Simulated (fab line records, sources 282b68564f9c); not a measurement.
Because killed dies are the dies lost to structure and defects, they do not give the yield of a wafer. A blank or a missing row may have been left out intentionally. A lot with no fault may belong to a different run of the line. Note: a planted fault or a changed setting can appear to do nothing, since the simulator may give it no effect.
Which of the tools did it? | flow ritCmos | 7 lots, 21 wafers sampled, at 2 steps of a route of 202

WHAT THE GAUGES SHOWED, per wafer
RIT_GATE_CD_MEAS_90: target cd 150 nm.
lot  | measured    | on       | cdNm (nm)
L239 | day 3 03:52 | cdSem-01 | 147.3 147.3 148.5
L241 | day 3 16:21 | cdSem-01 | 150.3 151.2 150.7
L245 | day 4 10:05 | cdSem-01 | 145.1 148.2 149.3
L247 | day 4 23:50 | cdSem-01 | 152.4 153.2 154.0
L249 | day 5 10:28 | cdSem-01 | 151.0 150.9 149.2
L255 | day 6 13:01 | cdSem-01 | 152.9 153.4 152.5
L257 | day 6 22:52 | cdSem-02 | 151.5 152.1 152.0

WHAT TOOL EACH LOT RAN ON (gives the tool, then ch and the chambers of the sampled wafers, and finally the start)
lot  | RIT_PRETRO_STRIP_09
L239 | plasmaAsher-04 ch 0,1, day 2 22:07
L241 | plasmaAsher-02 ch 0,1, day 3 10:16
L245 | plasmaAsher-01 ch 0,1, day 4 04:36
L247 | plasmaAsher-02 ch 0,1, day 4 15:53
L249 | plasmaAsher-04 ch 0,1, day 5 04:33
L255 | plasmaAsher-04 ch 1, day 6 06:42
L257 | plasmaAsher-01 ch 0,1, day 6 16:49
- RIT_PRETRO_STRIP_09: strips in O2, time 180 s.

THE ANSWER, worked out from the rows above alone
Rule: the usual values come from the lots themselves. The widest of any qualifying gaps counts: lots, ordered by their means at a reading, are off when they make up no more than a third of the lots, leave a main group of 4 or more, and stand apart from it by 3 or more times the standard deviation of that group's means. A main group is skipped when, at the precision printed for the reading in the tables above, its means are all equal. Also off: a lot with no number at a reading for which 4 or more lots have one. Any other lot the step has rows for is counted as sound.
None of the lots is off at any reading shown; this tells nothing.

WHAT THE SIMULATOR PUT IN
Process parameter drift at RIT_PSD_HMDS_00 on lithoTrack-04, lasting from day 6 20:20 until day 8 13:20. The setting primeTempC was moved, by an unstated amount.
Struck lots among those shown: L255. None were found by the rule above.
